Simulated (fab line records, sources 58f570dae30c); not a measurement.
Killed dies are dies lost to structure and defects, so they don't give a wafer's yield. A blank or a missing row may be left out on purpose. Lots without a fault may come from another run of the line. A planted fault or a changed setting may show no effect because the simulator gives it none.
A struck lot beside a sound one | flow berkeley_cmos170 | 21 steps out of a route of 331
Sound: wafers L429.3, L429.5, L429.6. Struck: wafers L441.1, L441.2, L441.6. The cause comes at the end.
At each step with rows: each side's tool, then ch and its chambers, then its first start. Under that, the readings that differ: sound wafers | struck wafers | difference of the means | sigmas: that difference in standard deviations of wafers without a fault.
alike: readings whose means differ by less than 2 such deviations, and words and numbers that are the same on both sides. not compared: withheld readings, readings that some wafer has no value for, bounds like >300 that may hide the same value, and numbers for which the record gives no deviation and whose values overlap.
The two part at a step that has a row with sigmas, a row that says differs or no value, or rows on one side only. Numbers that don't overlap but have no deviation are shown without sigmas and don't part them. A reading that every wafer of one side lacks parts them only if that side has two wafers or more.

UCB170_V1_CD_MEAS_90: target cd 700 nm.
  sound on cd_sem-02, day 9 20:10; struck on cd_sem-02, day 11 19:01
  alike: cd_nm
then, 1 step without rows for these wafers: UCB170_M2_PRE_CLEAN_00 (preclean etch time 60 s).
UCB170_M2_SPUTTER_01: material Al, target thk 900 nm, time 120 s.
  sound on pvd_sputter-02, day 9 20:19; struck on pvd_sputter-04, day 11 19:11
  alike: throttle_valve_pct
UCB170_M2_RS_MEAS_02: measures by four-point-probe.
  sound on film_metro-02, day 9 20:26; struck on film_metro-02, day 11 19:17
  alike: M2_AL_RS
UCB170_M2_THK_MEAS_03: measures by xrf.
  sound on film_metro-02, day 9 20:32; struck on film_metro-02, day 11 19:24
  alike: M2_AL_THK
then, 3 steps without rows for these wafers: UCB170_M2_HMDS_04 (prime time 60 s); UCB170_M2_COAT_05 (resist thk 900 nm); UCB170_M2_SOFTBAKE_06 (time 60 s).
UCB170_M2_STRIP_07: strips in O2.
  sound on plasma_asher-02 ch 0,1, day 9 21:04; struck on plasma_asher-02 ch 0,1, day 11 19:55
  alike: drypump_motor_current_A, oes_product_au, strip_time_to_endpoint_s
  not compared: rf_hours_counter_h
then, 3 steps without rows for these wafers: UCB170_M2_STRIP_08 (strips KrF in DMSO, time 600 s); UCB170_M2_COAT_09; UCB170_M2_COAT_10 (resist thk 900 nm).
UCB170_M2_SOFTBAKE_11: time 60 s.
  sound on litho_track-01 ch 0, day 9 22:00; struck on litho_track-04 ch 0, day 11 20:00
  reading          | sound             | struck               | difference | sigmas
  run_length_s (s) | 89.32 89.21 89.18 | 115.74 115.86 115.81 | +26.57     | +99 or more
then, 3 steps without rows for these wafers: UCB170_M2_EXPOSE_12 (exposes mask METAL2, target cd 700 nm); UCB170_M2_PEB_13; UCB170_M2_DEVELOP_14 (develop time 45 s).
UCB170_M2_CD_MEAS_15: target cd 700 nm.
  sound on cd_sem-01, day 9 23:05; struck on cd_sem-02, day 11 21:18
  reading    | sound             | struck            | difference | sigmas
  cd_nm (nm) | 699.9 698.2 699.6 | 696.7 696.1 695.5 | -3.1       | -2
UCB170_M2_OVL_MEAS_16:
  sound on overlay-01, day 9 23:10; struck on overlay-01, day 11 21:25
  alike: M2_OVL
UCB170_M2_ETCH_17: etches BARC in N2/H2.
  sound on rie_diel-01 ch 0,2,3, day 9 23:11; struck on rie_diel-01 ch 0,2, day 11 21:28
  reading             | sound             | struck          | difference | sigmas
  model.M2.cd_nm (nm) | 699.7 698.6 699.7 | 696.7 696 695.4 | -3.3       |
  alike: drypump_motor_current_A, oes_product_au, throttle_valve_pct
UCB170_M2_METAL_ETCH_18: etches Al in Cl2/BCl3, stops on SiO2, target depth 1170 nm, time 195 s.
  sound on rie_metal-02 ch 0,1, day 9 23:18; struck on rie_metal-02 ch 0,1, day 11 21:30
  alike: drypump_motor_current_A, oes_product_au, throttle_valve_pct
  not compared: rf_hours_counter_h
UCB170_M3_PROBE_99:
  the record has rows for the struck wafers here (prober-01, day 12 03:14) and none for the sound ones

WHERE THEY PART
First at UCB170_M2_SOFTBAKE_11; last, within this record, at UCB170_M3_PROBE_99.

WHY: what the simulator had put in
Process parameter drift: litho_track-04, from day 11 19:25 on, at UCB170_M2_SOFTBAKE_11. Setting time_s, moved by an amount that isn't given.
